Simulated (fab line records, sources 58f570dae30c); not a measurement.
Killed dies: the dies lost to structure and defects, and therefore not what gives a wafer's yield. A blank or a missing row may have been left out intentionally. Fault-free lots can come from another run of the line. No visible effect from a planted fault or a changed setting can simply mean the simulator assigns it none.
2 desks, one fault | flow berkeley-cmos170 | what lay behind the numbers comes last; until then each desk has only its own

THE METROLOGY DESK
What the gauges read, lot by lot, whatever tool the lot ran on: means of the sampled wafers that have a number. Marked OUT: a lot whose mean sits more than 4 standard deviations from the usual mean, which makes it out of limits; the brackets give that distance. Of its 9 readings 7 are shown: those that lie furthest out on some lot.
Columns: A = cd-nm at UCB170_V2_CD_MEAS_12, usual 699.9 nm; B = V2_OVL at UCB170_V2_OVL_MEAS_13, usual 2 nm; C = M3_AL_THK at UCB170_M3_THK_MEAS_03, usual 915 nm; D = cd-nm at UCB170_M3_CD_MEAS_15, usual 699.9 nm; E = M3_OVL at UCB170_M3_OVL_MEAS_16, usual 0 nm; F = cd-nm at UCB170_M3_CD_MEAS_90, usual 701 nm; G = M3_BOW at UCB170_M3_BOW_MEAS_20, usual 32 um
lot  | first seen here | A     | B | C   | D     | E  | F   | G
L655 | day 8 07:43     | 701.2 | 1 | 912 | 699.0 | 5  | 700 | 23
L659 | day 9 09:41     | 698.2 | 5 | 924 | 698.3 | 5  | 700 | 35
L665 | day 10 07:48    | 701.1 | 0 | 916 | 698.4 | -2 | 695 | 36
L668 | day 10 20:49    | 699.5 | 9 | 906 | 699.9 | -4 | 696 | 34
L670 | day 11 00:24    | 700.0 | 0 | 928 | 704.0 | -5 | 703 | 30
L673 | day 11 16:48    | 700.1 | 1 | 912 | 699.1 | -2 | 697 | 28
This desk found nothing out of limits on any of the 6 lots.

DESK OF THE TOOL OWNER: plasma-asher-03
The tool's own readings at UCB170_M3_STRIP_07 (strips in O2): means of the sampled wafers that have a number, for each lot that ran on this tool. Marked OUT: a lot whose mean sits more than 4 standard deviations from the usual mean, which makes it out of limits; the brackets give that distance.
Columns: A = drypump-motor-current-A at UCB170_M3_STRIP_07, usual 5.9 A; B = oes-product-au at UCB170_M3_STRIP_07, usual 0.735 a.u.; C = strip-time-to-endpoint-s at UCB170_M3_STRIP_07, usual 21.99 s
lot  | first seen here | A   | B     | C
L665 | day 10 09:23    | 5.9 | 0.736 | 21.94
L670 | day 11 01:50    | 5.9 | 0.733 | 22.12
L673 | day 11 18:08    | 5.9 | 0.734 | 22.06
This desk found nothing out of limits on any of the 3 lots.

TAKEN TOGETHER
Metrology desk: nothing out of limits seen.
Nothing out of limits was seen by the tool owner's desk.

WHAT HAD BEEN PUT IN BY THE SIMULATOR
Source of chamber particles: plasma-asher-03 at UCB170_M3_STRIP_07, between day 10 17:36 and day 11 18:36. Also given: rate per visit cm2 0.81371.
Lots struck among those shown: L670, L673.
